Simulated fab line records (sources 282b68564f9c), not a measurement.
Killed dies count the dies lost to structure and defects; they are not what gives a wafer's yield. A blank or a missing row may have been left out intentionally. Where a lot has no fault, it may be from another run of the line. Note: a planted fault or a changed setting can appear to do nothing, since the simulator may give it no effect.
fab line records	flow rit-cmos
record lots=6	wafers=18	last-day=7
route steps=202 shown CONTACT@168 M1@202
lots with no fault: from the same line, run without faults
start-h: hours from the record's first day to the start of the lot's first wafer shown	wait-h: time in hours since the lot's previous step	" as in the row above	L1.1+2: one row covering several wafers at once	- either no value or no given start	* or withheld: withheld	< > ~ a bound
route shown NAME@n: NAME is a module with steps in the file, n the number in the route of the first one	usual: mean/standard deviation of fault-free wafers	same: alike in all rows	chamber/n: place in a boat	sites: each site's reading	_std_site: the values' standard deviation	_edge_site: mean of outer sites minus mean of inner sites	radius-mm: how far each site lies from the wafer's centre	mask NAME#n: copy n	behind: the last tool/chamber to shape the wafer	hold: the reason the lot was held/the length of the hold in hours/how it ended	device: which transistor (n, p or np) failed to switch	end of line: tests run on the same wafers once the route is complete	step lacking rows: just its recipe	killed: count of dies lost to structure and defects at first sort (not the wafer's yield)	map: per-die view of a wafer (x killed, . not killed, _ where there is no die)
set.NAME: the setting as run; set.NAME@STEP: as run at that earlier step	model.NAME: the simulator's own value behind a step, which no gauge read
a table for each step, a row for each wafer; lots at some steps of the route
services: from which hour (start-h, from the record's first day; less than 0 if before it) a tool's chamber was out of use, for how many hours, and why
## steps
# step RIT_CONTACT_CVD_00
# recipe material=SiO2	target-thk-nm=400	precursor=TEOS	temp-c=390	time-s=61	rf-w=400
# usual heater-power-w=333/54
# same time-s=61
lot.wafer	tool	chamber	start-h	wait-h	heater-power-w
L575.1	pecvd-03	2	59.86	0.1	349
L575.5	"	2	"	"	349
L575.6	"	1	"	"	433
L579.1	pecvd-02	0	87.08	0.1	259
L579.2	"	2	"	"	358
L579.3	"	1	"	"	254
L586.1	pecvd-04	1	117.07	0.1	325
L586.2	"	0	"	"	334
L586.6	"	1	"	"	237
L587.2	pecvd-03	2	123.21	0.0	356
L587.4	"	1	"	"	436
L587.6	"	0	"	"	370
L594.2	pecvd-02	2	156.68	0.0	332
L594.3	"	0	"	"	284
L594.5	"	2	"	"	347
L595.1	pecvd-04	0	162.43	0.1	364
L595.2	"	2	"	"	373
L595.5	"	0	"	"	364
# step RIT_CONTACT_THK_MEAS_01
# recipe reads=SiO2_of_CONTACT_CVD_00
# usual CONTACT_TEOS_THK=401/6.4
lot.wafer	tool	chamber	start-h	wait-h	CONTACT_TEOS_THK[nm]
L575.1	film-metro-01	-	59.91	0.0	393
L575.5	"	-	"	"	397
L575.6	"	-	"	"	400
L579.1	film-metro-03	-	87.13	0.0	399
L579.2	"	-	"	"	403
L579.3	"	-	"	"	402
L586.1	film-metro-01	-	117.15	0.1	395
L586.2	"	-	"	"	395
L586.6	"	-	"	"	408
L587.2	film-metro-01	-	123.27	0.0	390
L587.4	"	-	"	"	399
L587.6	"	-	"	"	398
L594.2	film-metro-04	-	156.74	0.0	401
L594.3	"	-	"	"	403
L594.5	"	-	"	"	407
L595.1	film-metro-01	-	162.48	0.0	395
L595.2	"	-	"	"	382
L595.5	"	-	"	"	402
# step RIT_CONTACT_HMDS_02
# recipe prime-time-s=60	prime-temp-c=140
# step RIT_CONTACT_COAT_03
# recipe resist=NOVOLAK	spin-rpm=3250	resist-thk-nm=1000
# step RIT_CONTACT_SOFTBAKE_04
# recipe resist=NOVOLAK	temp-c=90	time-s=60
# step RIT_CONTACT_EXPOSE_05
# recipe mask-id=M11	na=0.6	source-shape=conventional	sigma-outer=0.5	target-cd-nm=1000	dose-mj=250
# step RIT_CONTACT_PEB_06
# recipe resist=NOVOLAK	temp-c=withheld	time-s=withheld
# step RIT_CONTACT_DEVELOP_07
# recipe resist=NOVOLAK	develop-time-s=120	dev-temp-c=24.23
# step RIT_CONTACT_CD_MEAS_08
# recipe target-cd-nm=1000
# usual cd-nm=1000.0/2.6
lot.wafer	tool	chamber	start-h	wait-h	cd-nm
L575.1	cd-sem-02	-	61.07	-	1001.6
L575.5	"	-	"	"	1000.0
L575.6	"	-	"	"	1001.2
L579.1	cd-sem-01	-	88.29	-	998.6
L579.2	"	-	"	"	998.0
L579.3	"	-	"	"	998.4
L586.1	cd-sem-01	-	118.19	-	998.4
L586.2	"	-	"	"	996.9
L586.6	"	-	"	"	997.0
L587.2	cd-sem-01	-	124.44	-	993.5
L587.4	"	-	"	"	996.4
L587.6	"	-	"	"	994.8
L594.2	cd-sem-02	-	157.90	-	999.4
L594.3	"	-	"	"	999.0
L594.5	"	-	"	"	998.2
L595.1	cd-sem-02	-	163.69	-	1000.4
L595.2	"	-	"	"	1001.6
L595.5	"	-	"	"	1000.6
# step RIT_CONTACT_OVL_MEAS_09
# usual CONTACT_OVL=-1.1/1.9
lot.wafer	tool	chamber	start-h	wait-h	CONTACT_OVL[nm]
L575.1	overlay-02	-	61.19	0.1	-2.6
L575.5	"	-	"	"	-1.2
L575.6	"	-	"	"	-4.5
L579.1	overlay-02	-	88.41	0.1	-0.3
L579.2	"	-	"	"	0.2
L579.3	"	-	"	"	-1.3
L586.1	overlay-01	-	118.31	0.1	-1.8
L586.2	"	-	"	"	-1.4
L586.6	"	-	"	"	-2.0
L587.2	overlay-02	-	124.54	0.1	0.9
L587.4	"	-	"	"	-1.8
L587.6	"	-	"	"	0.3
L594.2	overlay-02	-	158.01	0.1	1.2
L594.3	"	-	"	"	0.9
L594.5	"	-	"	"	1.0
L595.1	overlay-02	-	163.81	0.1	-2.4
L595.2	"	-	"	"	-3.2
L595.5	"	-	"	"	-2.5
# step RIT_CONTACT_HARDBAKE_10
# recipe resist=NOVOLAK	temp-c=140	time-s=60
# step RIT_CONTACT_ETCH_11
# recipe target-depth-a=4800	over-etch-frac=0.2	stop-on=TiSi2	chemistry=CHF3/CF4/Ar	target=SiO2	CHF3_flow_sccm=50	cf4-flow-sccm=10	Ar_flow_sccm=100	O2_flow_sccm=5	pressure-mtorr=100	rf-w=200	time-s=320
# usual drypump-motor-current-A=5.51/0.3	oes-product-au=0.990/0.013	throttle-valve-pct=8.89/0.15
# same time-s=320
lot.wafer	tool	chamber	start-h	wait-h	drypump-motor-current-A	oes-product-au	rf-hours-counter-h	throttle-valve-pct
L575.1	rie-diel-01	1	61.37	0.1	5.59	0.982	103	9.10
L575.5	"	0	"	"	4.88	0.988	-	8.89
L575.6	"	3	"	"	5.48	0.991	-	8.85
L579.1	rie-diel-03	3	88.59	0.1	5.37	1.010	70	8.86
L579.2	"	1	"	"	5.29	0.980	139	9.00
L579.3	"	0	"	"	5.71	0.996	88	9.09
L586.1	rie-diel-03	1	118.49	0.1	5.25	0.976	139	8.99
L586.2	"	3	"	"	5.41	1.019	71	8.88
L586.6	"	2	"	"	5.91	0.989	-	8.81
L587.2	rie-diel-01	2	124.72	0.1	5.44	0.981	9	9.01
L587.4	"	1	"	"	5.55	0.979	104	9.08
L587.6	"	3	"	"	5.51	0.997	-	8.84
L594.2	rie-diel-04	1	158.19	0.1	6.04	0.965	6	8.70
L594.3	"	3	"	"	5.35	1.003	5	8.98
L594.5	"	1	"	"	6.05	0.962	-	8.68
L595.1	rie-diel-01	2	163.99	0.1	5.44	0.987	10	8.99
L595.2	"	3	"	"	5.47	0.996	4	8.86
L595.5	"	0	"	"	4.89	1.006	-	8.88
# step RIT_CONTACT_STRIP_12
# recipe chemistry=O2	time-s=180	resist=NOVOLAK	platen-temp-c=withheld	power-w=500	pressure-mtorr=4000	o2-flow-sccm=4000
# usual drypump-motor-current-A=5.8/0.36	o2-flow-sccm=4000/13	run-length-s=208.4/0.42
lot.wafer	tool	chamber	start-h	wait-h	drypump-motor-current-A	o2-flow-sccm	rf-hours-counter-h	run-length-s
L575.1	plasma-asher-04	1	61.57	0.1	5.4	4017	43	209.5
L575.5	"	1	"	"	5.4	4006	-	209.0
L575.6	"	0	"	"	5.5	4017	-	207.8
L579.1	plasma-asher-03	1	88.79	0.1	5.4	4009	44	208.6
L579.2	"	0	"	"	6.1	3989	44	208.4
L579.3	"	1	"	"	5.4	4014	-	208.5
L586.1	plasma-asher-03	0	118.69	0.1	6.1	4008	48	201.9
L586.2	"	1	"	"	5.4	3990	48	202.1
L586.6	"	1	"	"	5.4	4010	-	202.0
L587.2	plasma-asher-03	1	124.92	0.1	5.4	3987	49	202.1
L587.4	"	1	"	"	5.4	4002	-	202.1
L587.6	"	1	"	"	5.4	4004	-	202.2
L594.2	plasma-asher-04	0	158.38	0.1	5.5	3992	54	207.8
L594.3	"	1	"	"	5.4	3992	-	209.3
L594.5	"	0	"	"	5.5	4007	-	208.2
L595.1	plasma-asher-04	1	164.19	0.1	5.4	4002	54	209.0
L595.2	"	0	"	"	5.6	3997	54	207.8
L595.5	"	0	"	"	5.6	4014	-	207.9
# step RIT_CONTACT_CD_MEAS_90
# recipe target-cd-nm=1000
# usual cd-nm=1000.0/2.6
lot.wafer	tool	chamber	start-h	wait-h	cd-nm
L575.1	cd-sem-01	-	61.74	0.1	1001.4
L575.5	"	-	"	"	999.7
L575.6	"	-	"	"	1000.7
L579.1	cd-sem-01	-	88.96	0.1	998.3
L579.2	"	-	"	"	997.7
L579.3	"	-	"	"	998.2
L586.1	cd-sem-01	-	118.86	0.1	997.6
L586.2	"	-	"	"	996.0
L586.6	"	-	"	"	997.7
L587.2	cd-sem-01	-	125.11	0.1	993.7
L587.4	"	-	"	"	995.9
L587.6	"	-	"	"	994.6
L594.2	cd-sem-02	-	158.57	0.1	999.6
L594.3	"	-	"	"	998.7
L594.5	"	-	"	"	998.5
L595.1	cd-sem-02	-	164.36	0.1	1000.3
L595.2	"	-	"	"	1001.3
L595.5	"	-	"	"	1000.8
# step RIT_M1_PROBE_99
# usual killed-at-contacts=0.0/0.22	killed-at-front-end=6.9/2.9	killed-dies=7.0/2.9	killed-open=3.5/2	killed-short=3.5/2
# same gross-dies=264	killed_at_M0_to_M3=0	killed_at_M4_up=0	killed-at-back-side=0	killed-at-other=0
lot.wafer	tool	chamber	start-h	wait-h	killed-at-contacts	killed-at-front-end	killed-dies	killed-open	killed-short
L575.1	prober-02	-	66.60	0.1	0	6	6	3	3
L575.5	prober-02	-	66.80	0.2	0	5	5	4	1
L575.6	prober-02	-	66.85	0.2	0	12	12	5	7
L579.1	prober-02	-	95.68	0.1	0	5	5	3	2
L579.2	prober-02	-	95.73	0.1	0	5	5	4	1
L579.3	prober-02	-	95.78	0.2	0	6	6	4	2
L586.1	prober-01	-	123.71	0.1	0	12	12	6	6
L586.2	prober-01	-	123.76	0.1	0	5	5	3	2
L586.6	prober-01	-	123.96	0.2	0	4	4	2	2
L587.2	prober-02	-	130.00	0.1	0	4	4	3	1
L587.4	prober-02	-	130.10	0.2	0	4	4	1	3
L587.6	prober-02	-	130.20	0.2	0	6	6	2	4
L594.2	prober-01	-	164.11	0.1	1	12	13	5	8
L594.3	prober-01	-	164.16	0.2	0	10	10	4	6
L594.5	prober-01	-	164.26	0.2	1	8	9	6	3
L595.1	prober-02	-	168.97	0.1	0	9	9	5	4
L595.2	prober-02	-	169.02	0.1	0	7	7	4	3
L595.5	prober-02	-	169.17	0.2	0	13	13	7	6
# killed by level:class
L575.1 GATE:geometric-particle:short=2 GATE:geometric-particle:open=2 SPACER:geometric-particle:open=1 SILICIDE:geometric-particle:short=1
L575.5 GATE:geometric-particle:open=4 GATE:geometric-particle:short=1
L575.6 GATE:geometric-particle:short=5 GATE:geometric-particle:open=3 FOX1:geometric-particle:short=1 FOX2:geometric-particle:open=1 SPACER:geometric-particle:short=1 SILICIDE:geometric-particle:open=1
L579.1 REOX:geometric-particle:short=2 GATE:geometric-particle:open=1 REOX:geometric-particle:open=1 SPACER:geometric-particle:open=1
L579.2 REOX:geometric-particle:open=3 SPACER:geometric-particle:short=1 SILICIDE:geometric-particle:open=1
L579.3 FOX1:geometric-particle:open=1 FOX2:geometric-particle:open=1 GATE:geometric-particle:open=1 REOX:geometric-particle:short=1 REOX:geometric-particle:open=1 SPACER:geometric-particle:short=1
L586.1 GATE:geometric-particle:short=4 REOX:geometric-particle:open=3 FOX2:geometric-particle:open=2 GATE:geometric-particle:open=1 REOX:geometric-particle:short=1 SPACER:geometric-particle:short=1
L586.2 GATE:geometric-particle:open=2 FOX1:geometric-particle:open=1 GATE:geometric-particle:short=1 REOX:geometric-particle:short=1
L586.6 REOX:geometric-particle:short=1 SPACER:geometric-particle:open=1 SILICIDE:geometric-particle:short=1 SILICIDE:geometric-particle:open=1
L587.2 SPACER:geometric-particle:open=3 FOX1:geometric-particle:short=1
L587.4 FOX1:geometric-particle:short=2 GATE:geometric-particle:short=1 SPACER:geometric-particle:open=1
L587.6 GATE:geometric-particle:short=2 REOX:geometric-particle:open=2 REOX:geometric-particle:short=1 SILICIDE:geometric-particle:short=1
L594.2 GATE:geometric-particle:open=5 FOX2:geometric-particle:short=2 SILICIDE:geometric-particle:short=2 FOX1:geometric-particle:short=1 GATE:geometric-particle:short=1 SPACER:geometric-particle:short=1 CONTACT:geometric-particle:short=1
L594.3 GATE:geometric-particle:short=3 REOX:geometric-particle:open=2 FOX1:geometric-particle:open=1 FOX1:geometric-particle:short=1 REOX:geometric-particle:short=1 SILICIDE:geometric-particle:short=1 SILICIDE:geometric-particle:open=1
L594.5 REOX:geometric-particle:short=2 ACTIVE:geometric-particle:open=1 FOX1:geometric-particle:short=1 FOX1:geometric-particle:open=1 FOX2:geometric-particle:open=1 GATE:geometric-particle:open=1 REOX:geometric-particle:open=1 CONTACT:geometric-particle:open=1
L595.1 GATE:geometric-particle:open=2 REOX:geometric-particle:open=2 SILICIDE:geometric-particle:short=2 FOX1:geometric-particle:short=1 FOX2:geometric-particle:open=1 GATE:geometric-particle:short=1
L595.2 GATE:geometric-particle:open=2 FOX2:geometric-particle:open=1 GATE:geometric-particle:short=1 REOX:geometric-particle:short=1 SPACER:geometric-particle:short=1 SILICIDE:geometric-particle:open=1
L595.5 GATE:geometric-particle:short=3 GATE:geometric-particle:open=3 FOX1:geometric-particle:short=2 SILICIDE:geometric-particle:open=2 FOX2:geometric-particle:short=1 REOX:geometric-particle:open=1 SPACER:geometric-particle:open=1
## services
tool	chamber	start-h	hours	kind
rie-diel-04	3	36.94	7.7	repair
plasma-asher-04	-	45.41	3.7	repair
pecvd-02	1	49.14	11.2	repair
pecvd-04	-	50.00	0.7	repair
rie-diel-04	0	80.98	5.6	repair
rie-diel-03	2	82.30	8.4	repair
rie-diel-04	3	87.23	8.6	repair
pecvd-04	1	89.95	2.3	repair
rie-diel-04	-	97.12	0.2	repair
pecvd-04	2	103.55	21.1	repair
rie-diel-01	1	105.21	3.9	repair
pecvd-02	-	122.95	2.8	pm
rie-diel-01	0	131.11	-	clean
rie-diel-01	0	131.11	18.1	scheduled-down
rie-diel-01	0	131.11	18.1	vent-cycle
rie-diel-04	2	131.38	8.2	repair
plasma-asher-04	-	136.70	1.5	repair
rie-diel-01	-	148.14	1.6	repair
rie-diel-04	0	155.01	-	clean
plasma-asher-03	-	162.96	2.8	pm
## key
first-sign step=RIT_CONTACT_STRIP_12	reading=run-length-s	direction=down	sigmas=15	usual=*	struck=*
effect none on later readings
met-at RIT_CONTACT_STRIP_12
struck-wafers L586.1,L586.2,L586.6,L587.2,L587.4,L587.6
tester-left-out L586,L587
onset-between 88.79 118.69
fault kind=process-parameter-drift	tool=plasma-asher-03	chamber=-	onset-h=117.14	steps=RIT_CONTACT_STRIP_12	channel=time-s	offset=*	shape=step	acts-in=*	stated=*
# tester-left-out: of these lots the tester's yield and bins aren't shown, on N5 and GAA mostly nor the transistor test; their killed dies are dies lost to structure and defects alone, not to doping, threshold or leakage, so they don't give the yield
